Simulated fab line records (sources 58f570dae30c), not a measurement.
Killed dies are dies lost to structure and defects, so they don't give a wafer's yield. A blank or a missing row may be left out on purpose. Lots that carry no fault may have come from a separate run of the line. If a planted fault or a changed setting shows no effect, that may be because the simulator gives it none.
Which tool was responsible?    flow berkeleyCmos170    Sampling: 14 lots, 42 wafers, 5 of 331 route steps

## WHAT THE GAUGES READ, wafer by wafer
UCB170_ACTIVE_THK_MEAS_06.
lot   measured     on            ACTIVE_NITRIDE_THK (nm)
L152  day 3 15:14  filmMetro-03  221.8 220.7 220.4
L153  day 4 02:10  filmMetro-02  216.6 218.4 217.9
L156  day 4 21:14  filmMetro-04  219.6 219.4 220.7
L157  day 5 04:16  filmMetro-03  219.2 218.5 219.1
L158  day 5 04:17  filmMetro-04  217.5 216.8 219.4
L159  day 5 04:18  filmMetro-02  218.5 218.9 217.8
L160  day 5 09:12  filmMetro-04  216.7 220.1 218.9
L161  day 6 02:01  filmMetro-04  217.9 217.2 216.8
L162  day 6 02:00  filmMetro-02  219.1 219.1 218.8
L164  day 6 12:41  filmMetro-03  219.5 218.9 219.9
L166  day 6 19:23  filmMetro-04  219.2 221.2 220.9
L172  day 8 06:58  filmMetro-04  205.1 207.8 205.8
L173  day 8 06:58  filmMetro-02  210.2 209.5 207.7
L175  day 8 14:26  filmMetro-04  216.6 216.9 216.7

UCB170_V2_CD_MEAS_90: the cd target is 700 nm.
lot   measured      on        cdNm (nm)
L152  day 7 04:54   cdSem-02  699.3 703.0 699.6
L153  day 7 07:07   cdSem-01  699.2 698.5 699.4
L156  day 8 03:55   cdSem-01  698.8 697.1 697.7
L157  day 8 09:58   cdSem-01  700.3 701.2 700.3
L158  day 8 10:10   cdSem-01  701.0 697.5 699.6
L159  day 8 10:14   cdSem-02  701.0 700.4 699.7
L160  day 8 09:40   cdSem-02  701.7 702.5 701.2
L161  day 9 11:29   cdSem-01  699.7 699.7 700.7
L162  day 9 10:44   cdSem-01  700.3 700.5 699.6
L164  day 10 00:58  cdSem-01  698.6 698.2 698.3
L166  day 10 11:25  cdSem-01  698.6 700.3 700.8
L172  day 11 15:18  cdSem-01  700.4 700.1 698.7
L173  day 11 15:04  cdSem-02  700.7 700.4 701.6
L175  day 12 09:01  cdSem-02  698.3 700.4 698.9

## EACH LOT AND THE TOOL THAT RAN IT (in order: tool; ch and the chambers of the sampled wafers; start)
lot   UCB170_ZERO_ETCH_06               UCB170_PWELL_ETCH_14              UCB170_ACTIVE_CVD_05
L152  rieDiel-03 ch 1,3, day 1 19:35    rieDiel-01 ch 1,3, day 2 19:14    lpcvd-02 ch 0, day 3 13:17
L153  rieDiel-03 ch 1,2, day 2 01:02    rieDiel-03 ch 1,2,3, day 3 04:19  lpcvd-02 ch 1, day 4 00:14
L156  rieDiel-01 ch 0,2,3, day 2 14:48  rieDiel-04 ch 1,2,3, day 3 15:43  lpcvd-02 ch 1, day 4 19:19
L157  rieDiel-02 ch 2,3, day 2 21:20    rieDiel-01 ch 1,2,3, day 4 00:44  lpcvd-02 ch 1, day 5 02:20
L158  rieDiel-02 ch 0,3, day 3 02:25    rieDiel-03 ch 1,2, day 4 03:23    lpcvd-02 ch 0, day 5 02:20
L159  rieDiel-01 ch 0,3, day 3 04:05    rieDiel-04 ch 0,1,3, day 4 03:01  lpcvd-02 ch 1, day 5 02:20
L160  rieDiel-02 ch 0,3, day 3 09:44    rieDiel-04 ch 0,2,3, day 4 09:28  lpcvd-01 ch 0, day 5 07:17
L161  rieDiel-01 ch 0,2,3, day 3 15:19  rieDiel-04 ch 1,2, day 5 02:58    lpcvd-02 ch 0, day 6 00:05
L162  rieDiel-02 ch 0,3, day 3 19:50    rieDiel-04 ch 0,1, day 5 03:42    lpcvd-02 ch 1, day 6 00:05
L164  rieDiel-02 ch 0,3, day 4 07:13    rieDiel-03 ch 1,3, day 5 10:31    lpcvd-01 ch 1, day 6 10:46
L166  rieDiel-03 ch 0,2,3, day 4 17:47  rieDiel-03 ch 0,2, day 5 22:22    lpcvd-02 ch 0, day 6 17:27
L172  rieDiel-01 ch 0,1,2, day 5 21:46  rieDiel-01 ch 0,1,3, day 7 03:48  lpcvd-02 ch 0, day 8 05:03
L173  rieDiel-03 ch 0,1, day 6 02:47    rieDiel-04 ch 2,3, day 7 06:01    lpcvd-02 ch 1, day 8 05:03
L175  rieDiel-02 ch 1,2,3, day 6 13:05  rieDiel-01 ch 0,3, day 7 14:26    lpcvd-01 ch 1, day 8 12:32
- UCB170_ZERO_ETCH_06: etches SiO2 in CHF3/CF4/Ar, time 12 s.
- UCB170_PWELL_ETCH_14: etches Si3N4 in CH3F/Ar/O2, stops on SiO2, target depth 242 nm, time 151 s.
- UCB170_ACTIVE_CVD_05: deposits Si3N4 from SiH2Cl2/NH3, target thk 220 nm, time 3300 s.

## WHAT THE TOOLS THEMSELVES READ (means of the sampled wafers that have a number; where no wafer has one, the mark that the record gives instead)
UCB170_ZERO_ETCH_06.
lot   tool        drypumpMotorCurrentA (A)  oesProductAu (a.u.)  throttleValvePct (%)
L152  rieDiel-03  5.8                       0.616                9.09
L153  rieDiel-03  5.4                       0.608                9.40
L156  rieDiel-01  6.3                       0.616                9.25
L157  rieDiel-02  6.1                       0.617                9.05
L158  rieDiel-02  5.7                       0.602                9.20
L159  rieDiel-01  6.2                       0.627                9.24
L160  rieDiel-02  5.4                       0.600                9.12
L161  rieDiel-01  6.3                       0.619                9.24
L162  rieDiel-02  5.7                       0.598                9.21
L164  rieDiel-02  5.7                       0.601                9.21
L166  rieDiel-03  5.9                       0.613                9.30
L172  rieDiel-01  6.0                       0.613                9.29
L173  rieDiel-03  5.8                       0.613                9.09
L175  rieDiel-02  5.6                       0.612                9.09

UCB170_PWELL_ETCH_14.
lot   tool        drypumpMotorCurrentA (A)  oesProductAu (a.u.)  throttleValvePct (%)
L152  rieDiel-01  5.5                       0.958                8.05
L153  rieDiel-03  5.6                       0.925                8.06
L156  rieDiel-04  5.7                       0.933                7.97
L157  rieDiel-01  5.9                       0.961                8.01
L158  rieDiel-03  5.5                       0.919                8.20
L159  rieDiel-04  6.0                       0.939                7.96
L160  rieDiel-04  5.8                       0.945                7.98
L161  rieDiel-04  5.4                       0.941                7.90
L162  rieDiel-04  6.0                       0.930                7.87
L164  rieDiel-03  5.8                       0.942                7.93
L166  rieDiel-03  5.7                       0.918                8.24
L172  rieDiel-01  5.9                       0.946                8.10
L173  rieDiel-04  5.5                       0.949                7.99
L175  rieDiel-01  6.2                       0.937                8.04

## THE ANSWER, worked out from the rows above alone
Rule: the lots themselves supply what counts as usual. Put in order of their means at a reading, lots are off if they are a third of the lots or fewer, leave a main group of 4 or more, and stand apart from it by a gap of 3 or more times the standard deviation of the main group's means; of several such gaps the widest counts. If all means in a main group match to the digits the tables above print for the reading, that group is not used. Also off: a lot with no number at a reading for which 4 or more lots have one. The other lots that the step has rows for count as sound. Order of review: gauges by route order, followed by the tools' own readings, for which a lot's mean as printed above is used. The first step at which some lot is off is used, and at that step the reading that is off furthest; a lot without a number counts as furthest.
Off: L172, L173, at UCB170_ACTIVE_THK_MEAS_06 (ACTIVE_NITRIDE_THK). The main group has a mean of 218.8 nm with a standard deviation of 1.2.
If a tool, at a process step before that reading, ran all the lots that are off and no sound lot after the first of them, it fits. The gauges at UCB170_ACTIVE_THK_MEAS_06 are tried like those tools. One fits: lpcvd-02 at UCB170_ACTIVE_CVD_05. Its last sound lot is L166 (day 6 17:27), its first lot that is off L172 (day 8 05:03): a fault that began between those two fits.

## WHAT WAS PUT IN BY THE SIMULATOR
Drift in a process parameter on lpcvd-02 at UCB170_ACTIVE_CVD_05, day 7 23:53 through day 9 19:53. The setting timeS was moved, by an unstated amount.
Shown lots that were struck: L172, L173. The same result came from the rule above.
